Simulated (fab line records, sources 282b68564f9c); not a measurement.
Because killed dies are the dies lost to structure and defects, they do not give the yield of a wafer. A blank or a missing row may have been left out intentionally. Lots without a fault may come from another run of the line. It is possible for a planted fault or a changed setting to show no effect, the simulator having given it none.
Which of the tools did it? | flow rit-cmos | 14 lots with 42 wafers sampled at 2 steps, on a route of 202 steps

WHAT THE GAUGES SHOWED, per wafer
RIT_ACTIVE_CD_MEAS_11: the cd target is 1400 nm. Usual: cd-nm reads 1401.1 nm (standard deviation 1.9).
lot  | measured    | on        | cd-nm (nm)           | flag
L825 | day 1 14:41 | cd-sem-01 | 1400.0 1397.9 1399.9 |
L826 | day 1 19:26 | cd-sem-02 | 1399.7 1401.6 1401.9 |
L827 | day 2 00:35 | cd-sem-01 | 1400.3 1400.8 1398.5 |
L828 | day 2 05:37 | cd-sem-02 | 1401.2 1401.5 1400.7 |
L830 | day 2 15:26 | cd-sem-02 | 1400.9 1400.9 1400.4 |
L832 | day 3 01:40 | cd-sem-02 | 1401.6 1403.6 1402.8 |
L834 | day 3 13:32 | cd-sem-02 | 1401.8 1402.4 1399.3 |
L835 | day 3 16:26 | cd-sem-02 | 1403.6 1402.1 1404.0 |
L837 | day 4 02:26 | cd-sem-02 | 1433.0 1432.9 1433.2 | OFF
L838 | day 4 07:28 | cd-sem-02 | 1425.5 1423.8 1425.1 | OFF
L841 | day 4 22:35 | cd-sem-02 | 1402.9 1401.8 1401.8 |
L842 | day 5 03:34 | cd-sem-01 | 1400.2 1398.1 1401.3 |
L844 | day 5 13:26 | cd-sem-02 | 1402.7 1404.9 1402.0 |
L848 | day 6 09:31 | cd-sem-02 | 1403.1 1403.9 1405.1 |

EACH LOT AND THE TOOL THAT RAN IT (in order: tool; ch and the chambers of the sampled wafers; start)
lot  | RIT_ACTIVE_DEVELOP_10
L825 | litho-track-04 ch 0, day 1 14:00
L826 | litho-track-02 ch 0, day 1 19:00
L827 | litho-track-03 ch 0, day 2 00:00
L828 | litho-track-03 ch 0, day 2 05:00
L830 | litho-track-04 ch 0, day 2 15:00
L832 | litho-track-02 ch 0, day 3 01:00
L834 | litho-track-03 ch 0, day 3 13:00
L835 | litho-track-02 ch 0, day 3 16:00
L837 | litho-track-04 ch 0, day 4 02:00
L838 | litho-track-04 ch 0, day 4 07:00
L841 | litho-track-02 ch 0, day 4 22:00
L842 | litho-track-02 ch 0, day 5 03:00
L844 | litho-track-03 ch 0, day 5 13:00
L848 | litho-track-02 ch 0, day 6 09:00
- RIT_ACTIVE_DEVELOP_10: develop time 50 s.

AS READ BY THE TOOLS THEMSELVES (means over the sampled wafers that have a number; for cases with no such wafer, the mark the record gives instead)
RIT_ACTIVE_DEVELOP_10. Usual: developer-temp-C 23.01 C, standard deviation 0.11; resist-line-temp-C 23.00 C, standard deviation 0.1.
lot  | tool           | developer-temp-C (C) | resist-line-temp-C (C) | flag
L825 | litho-track-04 | 23.03                | 23.01                  |
L826 | litho-track-02 | 23.02                | 23.01                  |
L827 | litho-track-03 | 23.08                | 23.04                  |
L828 | litho-track-03 | 22.89                | 22.93                  |
L830 | litho-track-04 | 23.00                | 22.96                  |
L832 | litho-track-02 | 23.03                | 23.08                  |
L834 | litho-track-03 | 23.04                | 23.15                  |
L835 | litho-track-02 | 23.19                | 23.09                  |
L837 | litho-track-04 | 22.87                | 22.86                  |
L838 | litho-track-04 | 22.90                | 22.98                  |
L841 | litho-track-02 | 23.04                | 22.91                  |
L842 | litho-track-02 | 23.02                | 22.91                  |
L844 | litho-track-03 | 23.01                | 23.06                  |
L848 | litho-track-02 | 23.14                | 23.07                  |

THE ANSWER, worked out from the rows above alone
Rule: a lot counts as off when the mean over its wafers that have a number is more than 3 standard deviations away from the usual mean. Also off: a lot with no number at a reading for which 4 or more lots have one. Any other lot the step has rows for is counted as sound. Order of review: gauges by route order, followed by the tools' own readings, for which a lot's mean as printed above is used. The first step at which some lot is off is used, and at that step the reading that is off furthest; a lot without a number counts as furthest.
Off: L837, L838 (RIT_ACTIVE_CD_MEAS_11, cd-nm).
If a tool, at a process step before that reading, ran all the lots that are off and no sound lot after the first of them, it fits. The gauges at RIT_ACTIVE_CD_MEAS_11 are tried like those tools. One fits: RIT_ACTIVE_DEVELOP_10 on litho-track-04. Its last sound lot is L830 (day 2 15:00), its first lot that is off L837 (day 4 02:00): a fault that began between those two fits.

WHAT THE SIMULATOR HAD PUT IN
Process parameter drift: litho-track-04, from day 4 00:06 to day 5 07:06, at RIT_ACTIVE_DEVELOP_10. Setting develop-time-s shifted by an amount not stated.
Lots struck among those shown: L837, L838. This agrees with what the rule above found.
